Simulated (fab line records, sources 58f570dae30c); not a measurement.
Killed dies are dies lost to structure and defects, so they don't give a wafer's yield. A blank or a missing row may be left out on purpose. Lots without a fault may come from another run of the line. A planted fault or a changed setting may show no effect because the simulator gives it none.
Which tool did it? | flow berkeley_cmos170 | 7 lots, 21 wafers sampled, at 2 steps of a route of 331

WHAT THE GAUGES READ, wafer by wafer
UCB170_PVT_OVL_MEAS_06.
lot  | measured     | on         | PVT_OVL (nm)
L553 | day 6 12:52  | overlay-01 | -2 2 0
L556 | day 6 23:14  | overlay-01 | 4 -3 1
L560 | day 7 19:44  | overlay-01 | -1 -5 -4
L562 | day 7 20:26  | overlay-02 | -2 4 -3
L559 | day 7 21:11  | overlay-01 | 6 3 3
L571 | day 9 09:41  | overlay-01 | -3 0 1
L574 | day 10 16:07 | overlay-01 | -4 -6 -4

WHICH TOOL RAN EACH LOT (tool, then ch and the chambers of the sampled wafers, then the start)
lot  | UCB170_NVT_STRIP_08
L553 | plasma_asher-04 ch 0,1, day 6 09:43
L556 | plasma_asher-04 ch 0,1, day 6 20:31
L560 | plasma_asher-02 ch 0,1, day 7 16:11
L562 | plasma_asher-04 ch 0,1, day 7 16:47
L559 | plasma_asher-02 ch 0,1, day 7 17:17
L571 | plasma_asher-04 ch 0,1, day 9 08:00
L574 | plasma_asher-02 ch 0,1, day 10 13:02
- UCB170_NVT_STRIP_08: strips in O2.

THE ANSWER, worked out from the rows above alone
Rule: what is usual is taken from the lots themselves. Put in order of their means at a reading, lots are off if they are a third of the lots or fewer, leave a main group of 4 or more, and stand apart from it by a gap of 3 or more times the standard deviation of the main group's means; of several such gaps the widest counts. A main group whose means are all the same, to the digits that the tables above print for the reading, isn't used. A lot without any number at a reading at which 4 lots or more have one is off too. The other lots that the step has rows for count as sound.
No lot is off at any reading shown: from this, nothing can be told.

WHAT THE SIMULATOR HAD PUT IN
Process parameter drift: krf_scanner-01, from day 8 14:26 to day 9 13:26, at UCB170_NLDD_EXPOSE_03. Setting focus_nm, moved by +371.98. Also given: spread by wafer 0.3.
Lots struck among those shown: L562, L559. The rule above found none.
